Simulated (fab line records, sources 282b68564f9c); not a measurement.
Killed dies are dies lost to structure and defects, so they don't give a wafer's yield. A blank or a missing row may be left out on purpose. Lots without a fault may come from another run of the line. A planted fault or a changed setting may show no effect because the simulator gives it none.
Which tool did it? | flow rit_cmos | 14 lots, 42 wafers sampled, at 6 steps of a route of 202

WHAT THE GAUGES READ, wafer by wafer
RIT_SDANNEAL_RS_MEAS_04: measures by four-point-probe.
lot  | measured    | on            | PSD_RS (ohm/sq)
L395 | day 3 09:40 | film_metro-04 | 115.3 115.5 115.6
L396 | day 3 10:43 | film_metro-01 | 115.7 115.8 115.5
L397 | day 3 23:18 | film_metro-04 | 115.6 115.7 115.5
L398 | day 4 01:06 | film_metro-01 | 116.2 115.9 116.0
L399 | day 4 09:31 | film_metro-01 | 115.4 115.3 115.3
L403 | day 5 00:19 | film_metro-04 | 115.8 115.3 115.4
L402 | day 5 00:51 | film_metro-03 | 116.1 116.1 116.2
L404 | day 5 05:46 | film_metro-04 | 121.7 121.5 121.7
L406 | day 5 16:17 | film_metro-01 | 121.0 121.3 120.8
L408 | day 6 00:32 | film_metro-01 | 121.1 121.1 121.4
L411 | day 6 12:52 | film_metro-01 | 115.8 116.4 115.7
L413 | day 6 20:44 | film_metro-03 | 115.8 116.0 116.2
L416 | day 7 14:45 | film_metro-01 | 115.7 115.4 115.5
L418 | day 8 06:01 | film_metro-01 | 115.7 115.5 115.2

RIT_SDANNEAL_RS_MEAS_06: measures by four-point-probe.
lot  | measured    | on            | PLDD_RS (ohm/sq)
L395 | day 3 09:55 | film_metro-04 | 177.6 177.2 177.3
L396 | day 3 10:58 | film_metro-01 | 177.9 178.1 178.0
L397 | day 3 23:32 | film_metro-04 | 177.2 177.9 177.8
L398 | day 4 01:20 | film_metro-01 | 177.4 177.2 177.3
L399 | day 4 09:45 | film_metro-01 | 176.9 177.7 177.4
L403 | day 5 00:34 | film_metro-04 | 177.4 177.1 177.7
L402 | day 5 01:05 | film_metro-03 | 177.5 177.5 177.7
L404 | day 5 06:01 | film_metro-04 | 183.6 183.4 183.6
L406 | day 5 16:31 | film_metro-01 | 182.7 182.4 182.9
L408 | day 6 00:46 | film_metro-01 | 183.0 182.7 182.2
L411 | day 6 13:06 | film_metro-01 | 178.3 178.3 178.4
L413 | day 6 20:59 | film_metro-03 | 177.5 177.8 178.5
L416 | day 7 14:59 | film_metro-01 | 178.1 178.1 178.0
L418 | day 8 06:16 | film_metro-01 | 178.2 177.8 177.7

RIT_SILICIDE_RS_MEAS_02: measures by four-point-probe.
lot  | measured    | on            | SILICIDE_TI_RS (ohm/sq)
L395 | day 3 10:19 | film_metro-02 | 47.2 47.7 47.8
L396 | day 3 11:22 | film_metro-04 | 47.5 47.7 47.3
L397 | day 3 23:57 | film_metro-02 | 48.0 48.6 47.3
L398 | day 4 01:45 | film_metro-02 | 46.9 46.9 47.0
L399 | day 4 10:10 | film_metro-02 | 47.0 47.5 47.8
L403 | day 5 00:58 | film_metro-02 | 46.1 46.8 46.8
L402 | day 5 01:29 | film_metro-04 | 47.2 46.8 46.8
L404 | day 5 06:25 | film_metro-01 | 47.0 47.5 47.6
L406 | day 5 16:56 | film_metro-02 | 48.6 48.2 47.6
L408 | day 6 01:11 | film_metro-04 | 46.4 46.9 47.1
L411 | day 6 13:31 | film_metro-02 | 46.7 47.2 47.6
L413 | day 6 21:23 | film_metro-01 | 46.9 46.8 46.3
L416 | day 7 15:23 | film_metro-04 | 46.6 46.5 46.8
L418 | day 8 06:40 | film_metro-04 | 47.3 47.9 47.7

RIT_CONTACT_OVL_MEAS_09.
lot  | measured    | on         | CONTACT_OVL (nm)
L395 | day 3 11:58 | overlay-01 | -0.4 0.1 -0.8
L396 | day 3 12:55 | overlay-02 | 0.9 2.5 0.1
L397 | day 4 01:30 | overlay-02 | 1.1 0.5 1.2
L398 | day 4 03:22 | overlay-01 | 1.1 1.8 1.7
L399 | day 4 11:50 | overlay-01 | -3.3 -3.5 -3.0
L403 | day 5 02:52 | overlay-01 | 3.1 2.8 3.0
L402 | day 5 03:11 | overlay-02 | -0.1 -0.3 0.5
L404 | day 5 08:08 | overlay-02 | -2.5 -2.9 -1.8
L406 | day 5 18:50 | overlay-02 | 0.6 1.8 0.3
L408 | day 6 02:55 | overlay-02 | 0.2 -0.6 2.1
L411 | day 6 15:10 | overlay-01 | -0.8 -0.1 -0.7
L413 | day 6 22:56 | overlay-01 | -0.5 0.5 0.5
L416 | day 7 17:00 | overlay-02 | -0.2 1.1 0.1
L418 | day 8 08:13 | overlay-01 | 0.1 -2.3 -1.7

WHICH TOOL RAN EACH LOT (tool, then ch and the chambers of the sampled wafers, then the start)
lot  | RIT_SDANNEAL_RTA_03             | RIT_SILICIDE_RTA_06
L395 | rtp_anneal-02 ch 0, day 3 09:36 | rtp_anneal-02 ch 0, day 3 10:35
L396 | rtp_anneal-01 ch 0, day 3 10:40 | rtp_anneal-01 ch 0, day 3 11:39
L397 | rtp_anneal-02 ch 0, day 3 23:15 | rtp_anneal-02 ch 0, day 4 00:14
L398 | rtp_anneal-01 ch 0, day 4 01:03 | rtp_anneal-01 ch 0, day 4 02:02
L399 | rtp_anneal-02 ch 0, day 4 09:27 | rtp_anneal-02 ch 0, day 4 10:26
L403 | rtp_anneal-01 ch 0, day 5 00:16 | rtp_anneal-02 ch 0, day 5 01:15
L402 | rtp_anneal-02 ch 0, day 5 00:47 | rtp_anneal-02 ch 0, day 5 01:47
L404 | rtp_anneal-01 ch 0, day 5 05:43 | rtp_anneal-01 ch 0, day 5 06:42
L406 | rtp_anneal-01 ch 0, day 5 16:13 | rtp_anneal-01 ch 0, day 5 17:13
L408 | rtp_anneal-01 ch 0, day 6 00:28 | rtp_anneal-01 ch 0, day 6 01:28
L411 | rtp_anneal-02 ch 0, day 6 12:47 | rtp_anneal-02 ch 0, day 6 13:52
L413 | rtp_anneal-02 ch 0, day 6 20:41 | rtp_anneal-02 ch 0, day 6 21:40
L416 | rtp_anneal-02 ch 0, day 7 14:38 | rtp_anneal-02 ch 0, day 7 15:41
L418 | rtp_anneal-01 ch 0, day 8 05:57 | rtp_anneal-01 ch 0, day 8 06:58
- RIT_SDANNEAL_RTA_03: time 5 s.
- RIT_SILICIDE_RTA_06: time 10 s, ramp up 5 s, ramp down 10 s.

WHAT THE TOOLS THEMSELVES READ (means of the sampled wafers that have a number; where no wafer has one, the mark that the record gives instead)
RIT_SDANNEAL_RTA_03.
lot  | tool          | wafer_temp_C_max
L395 | rtp_anneal-02 | 1054.0
L396 | rtp_anneal-01 | 1054.1
L397 | rtp_anneal-02 | 1053.4
L398 | rtp_anneal-01 | 1056.1
L399 | rtp_anneal-02 | 1053.8
L403 | rtp_anneal-01 | 1054.4
L402 | rtp_anneal-02 | 1053.6
L404 | rtp_anneal-01 | 1043.9
L406 | rtp_anneal-01 | 1044.6
L408 | rtp_anneal-01 | 1045.0
L411 | rtp_anneal-02 | 1053.9
L413 | rtp_anneal-02 | 1053.2
L416 | rtp_anneal-02 | 1053.5
L418 | rtp_anneal-01 | 1053.6

RIT_SILICIDE_RTA_06.
lot  | tool          | wafer_temp_C_max
L395 | rtp_anneal-02 | 754.6
L396 | rtp_anneal-01 | 752.3
L397 | rtp_anneal-02 | 754.3
L398 | rtp_anneal-01 | 752.8
L399 | rtp_anneal-02 | 754.6
L403 | rtp_anneal-02 | 754.1
L402 | rtp_anneal-02 | 754.4
L404 | rtp_anneal-01 | 752.6
L406 | rtp_anneal-01 | 753.0
L408 | rtp_anneal-01 | 752.9
L411 | rtp_anneal-02 | 754.0
L413 | rtp_anneal-02 | 754.6
L416 | rtp_anneal-02 | 753.8
L418 | rtp_anneal-01 | 752.5

THE ANSWER, worked out from the rows above alone
Rule: what is usual is taken from the lots themselves. Put in order of their means at a reading, lots are off if they are a third of the lots or fewer, leave a main group of 4 or more, and stand apart from it by a gap of 3 or more times the standard deviation of the main group's means; of several such gaps the widest counts. A main group whose means are all the same, to the digits that the tables above print for the reading, isn't used. A lot without any number at a reading at which 4 lots or more have one is off too. The other lots that the step has rows for count as sound. The gauges are gone through in route order, then the tools' own readings, and for those a lot's mean is taken as printed above. The first step at which some lot is off is used, and at that step the reading that is off furthest; a lot without a number counts as furthest.
Off: L404, L406, L408, at RIT_SDANNEAL_RS_MEAS_04 (PSD_RS). The main group: mean 115.7 ohm/sq, standard deviation 0.27.
A tool fits if, at a process step before that reading, it ran every lot that is off, and no sound lot after the first of them. The gauges at RIT_SDANNEAL_RS_MEAS_04 aren't tried: what is off there is off at RIT_SDANNEAL_RTA_03 too, on other tools, and a gauge's error can't cause that. None of those tried fits.

WHAT THE SIMULATOR HAD PUT IN
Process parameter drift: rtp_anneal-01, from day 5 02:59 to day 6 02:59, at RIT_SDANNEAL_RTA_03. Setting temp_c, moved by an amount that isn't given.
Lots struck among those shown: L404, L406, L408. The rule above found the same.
